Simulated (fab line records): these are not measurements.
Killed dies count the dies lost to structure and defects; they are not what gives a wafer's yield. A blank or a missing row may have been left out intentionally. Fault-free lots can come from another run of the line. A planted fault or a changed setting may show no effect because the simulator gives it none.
What tool caused it? + flow berkeley_cmos170 + 14 lots with 42 wafers sampled at 5 steps, on a route of 331 steps

## WHAT THE GAUGES SHOWED, per wafer
UCB170_PWELL_OVL_MEAS_13.
| lot  | measured    | on         | PWELL_OVL (nm) |
|------|-------------|------------|----------------|
| L115 | day 3 10:22 | overlay-01 | 2 3 7          |
| L116 | day 3 23:22 | overlay-02 | 11 10 13       |
| L117 | day 3 23:22 | overlay-01 | 0 3 0          |
| L118 | day 4 07:04 | overlay-02 | 6 1 0          |
| L119 | day 4 11:40 | overlay-01 | 0 0 1          |
| L122 | day 5 02:29 | overlay-02 | -1 -5 -1       |
| L125 | day 5 11:11 | overlay-01 | 15 9 15        |
| L126 | day 5 18:57 | overlay-02 | -3 2 1         |
| L129 | day 6 14:07 | overlay-01 | 0 4 7          |
| L131 | day 6 18:50 | overlay-01 | -2 0 1         |
| L132 | day 7 01:12 | overlay-01 | 0 1 -1         |
| L133 | day 7 14:05 | overlay-01 | 5 6 8          |
| L135 | day 7 22:46 | overlay-02 | -9 -1 9        |
| L137 | day 8 10:23 | overlay-02 | 9 6 6          |

UCB170_ACTIVE_THK_MEAS_03.
| lot  | measured    | on            | ACTIVE_OXIDE_THK (nm) |
|------|-------------|---------------|-----------------------|
| L115 | day 4 08:56 | film_metro-03 | 26.2 26.2 26.5        |
| L116 | day 5 05:59 | film_metro-03 | 26.6 26.4 26.2        |
| L117 | day 4 23:13 | film_metro-03 | 26.4 26.6 26.7        |
| L118 | day 5 12:37 | film_metro-02 | 26.4 26.0 26.2        |
| L119 | day 5 12:37 | film_metro-01 | 26.5 26.2 26.7        |
| L122 | day 6 02:53 | film_metro-02 | 26.2 26.6 26.4        |
| L125 | day 6 11:51 | film_metro-02 | 26.4 26.8 26.9        |
| L126 | day 6 18:32 | film_metro-01 | 26.7 26.7 27.0        |
| L129 | day 7 18:17 | film_metro-01 | 26.7 26.3 26.2        |
| L131 | day 7 22:44 | film_metro-02 | 26.8 26.1 26.4        |
| L132 | day 8 03:34 | film_metro-03 | 26.1 25.5 25.6        |
| L133 | day 8 15:28 | film_metro-01 | 26.6 26.7 26.2        |
| L135 | day 8 23:51 | film_metro-03 | 26.4 26.1 26.0        |
| L137 | day 9 12:59 | film_metro-02 | 26.7 26.1 26.2        |

UCB170_ACTIVE_CD_MEAS_13: the cd target is 1200 nm.
| lot  | measured    | on        | cd_nm (nm)           |
|------|-------------|-----------|----------------------|
| L115 | day 4 18:23 | cd_sem-02 | 1200.2 1198.9 1199.4 |
| L116 | day 5 13:13 | cd_sem-01 | 1199.0 1199.0 1197.3 |
| L117 | day 5 08:35 | cd_sem-02 | 1198.5 1198.3 1196.9 |
| L118 | day 5 21:01 | cd_sem-01 | 1199.6 1200.5 1201.5 |
| L119 | day 5 20:44 | cd_sem-01 | 1199.1 1199.2 1199.3 |
| L122 | day 6 13:02 | cd_sem-01 | 1199.4 1199.2 1200.0 |
| L125 | day 6 20:58 | cd_sem-01 | 1199.5 1198.9 1199.8 |
| L126 | day 7 03:10 | cd_sem-02 | 1200.8 1201.4 1201.1 |
| L129 | day 8 00:16 | cd_sem-01 | 1201.3 1201.4 1200.9 |
| L131 | day 8 09:04 | cd_sem-02 | 1200.6 1199.7 1199.2 |
| L132 | day 8 09:59 | cd_sem-02 | 1200.1 1199.2 1198.6 |
| L133 | day 9 03:15 | cd_sem-02 | 1203.3 1203.4 1203.7 |
| L135 | day 9 10:59 | cd_sem-01 | 1197.3 1197.8 1197.1 |
| L137 | day 9 20:56 | cd_sem-02 | 1198.6 1198.5 1198.7 |

UCB170_ACTIVE_OVL_MEAS_14.
| lot  | measured    | on         | ACTIVE_OVL (nm)         |
|------|-------------|------------|-------------------------|
| L115 | day 4 18:30 | overlay-02 | 5 8 10                  |
| L116 | day 5 13:20 | overlay-01 | 1 6 7                   |
| L117 | day 5 08:41 | overlay-02 | 9 4 8                   |
| L118 | day 5 21:08 | overlay-01 | 17 21 16                |
| L119 | day 5 20:52 | overlay-01 | -1 9 -3                 |
| L122 | day 6 13:10 | overlay-01 | 7 8 11                  |
| L125 | day 6 21:04 | overlay-02 | -5 1 2                  |
| L126 | day 7 03:15 | overlay-01 | 6 3 0                   |
| L129 | day 8 00:23 | overlay-01 | 9 5 5                   |
| L131 | day 8 09:09 | overlay-02 | -1 1 -6                 |
| L132 | day 8 10:07 | overlay-02 | 107 108 101 104 105 100 |
| L133 | day 9 03:22 | overlay-01 | 102 100 98 99 97 97     |
| L135 | day 9 11:04 | overlay-02 | 13 13 7                 |
| L137 | day 9 21:01 | overlay-01 | 10 10 16                |

## WHAT TOOL EACH LOT RAN ON (gives the tool, then ch and the chambers of the sampled wafers, and finally the start)
| lot  | UCB170_ACTIVE_EXPOSE_10          |
|------|----------------------------------|
| L115 | krf_scanner-02 ch 0, day 4 17:52 |
| L116 | krf_scanner-01 ch 0, day 5 12:50 |
| L117 | krf_scanner-02 ch 0, day 5 08:02 |
| L118 | krf_scanner-02 ch 0, day 5 20:08 |
| L119 | krf_scanner-02 ch 0, day 5 19:49 |
| L122 | krf_scanner-01 ch 0, day 6 12:35 |
| L125 | krf_scanner-01 ch 0, day 6 20:29 |
| L126 | krf_scanner-01 ch 0, day 7 02:47 |
| L129 | krf_scanner-01 ch 0, day 7 23:53 |
| L131 | krf_scanner-02 ch 0, day 8 08:01 |
| L132 | krf_scanner-02 ch 0, day 8 08:27 |
| L133 | krf_scanner-02 ch 0, day 9 02:52 |
| L135 | krf_scanner-01 ch 0, day 9 10:35 |
| L137 | krf_scanner-01 ch 0, day 9 20:32 |
- UCB170_ACTIVE_EXPOSE_10: exposes mask ACTIVE, target cd 1200 nm.

## WHAT THE TOOLS THEMSELVES READ (means of the sampled wafers that have a number; where no wafer has one, the mark that the record gives instead)
UCB170_ACTIVE_EXPOSE_10.
| lot  | tool           | stage_vel_mm_s (mm/s) |
|------|----------------|-----------------------|
| L115 | krf_scanner-02 | 500.25                |
| L116 | krf_scanner-01 | 499.85                |
| L117 | krf_scanner-02 | 499.74                |
| L118 | krf_scanner-02 | 499.94                |
| L119 | krf_scanner-02 | 500.03                |
| L122 | krf_scanner-01 | 499.66                |
| L125 | krf_scanner-01 | 500.04                |
| L126 | krf_scanner-01 | 500.19                |
| L129 | krf_scanner-01 | 500.28                |
| L131 | krf_scanner-02 | 500.19                |
| L132 | krf_scanner-02 | 499.59                |
| L133 | krf_scanner-02 | 499.99                |
| L135 | krf_scanner-01 | 499.92                |
| L137 | krf_scanner-01 | 500.15                |

## THE ANSWER, worked out from the rows above alone
Rule: what is usual is taken from the lots themselves. Put in order of their means at a reading, lots are off if they are a third of the lots or fewer, leave a main group of 4 or more, and stand apart from it by a gap of 3 or more times the standard deviation of the main group's means; of several such gaps the widest counts. A main group whose means are all the same, to the digits that the tables above print for the reading, isn't used. A lot without any number at a reading at which 4 lots or more have one is off too. All remaining lots with rows at the step are treated as sound. The gauges are gone through in route order, then the tools' own readings, and for those a lot's mean is taken as printed above. At the first step where some lot is off, the reading lying furthest off is the one used; lots without a number count as furthest.
Off: L132, L133, at UCB170_ACTIVE_OVL_MEAS_14 (ACTIVE_OVL). For the main group the mean is 6 nm and the standard deviation 5.4.
A tool fits if, at a process step before that reading, it ran every lot that is off, and no sound lot after the first of them. The gauges at UCB170_ACTIVE_OVL_MEAS_14 are tried like those tools. One candidate fits, namely krf_scanner-02 at UCB170_ACTIVE_EXPOSE_10. A fault onset in the window from L131 (day 8 08:01, its last sound lot) to L132 (day 8 08:27, its first lot off) fits.

## WHAT THE SIMULATOR HAD INSERTED
Scanner matching overlay: krf_scanner-02, from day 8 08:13 on, at UCB170_ACTIVE_EXPOSE_10. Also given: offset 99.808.
Struck lots among those shown: L132, L133. The rule above found the same.
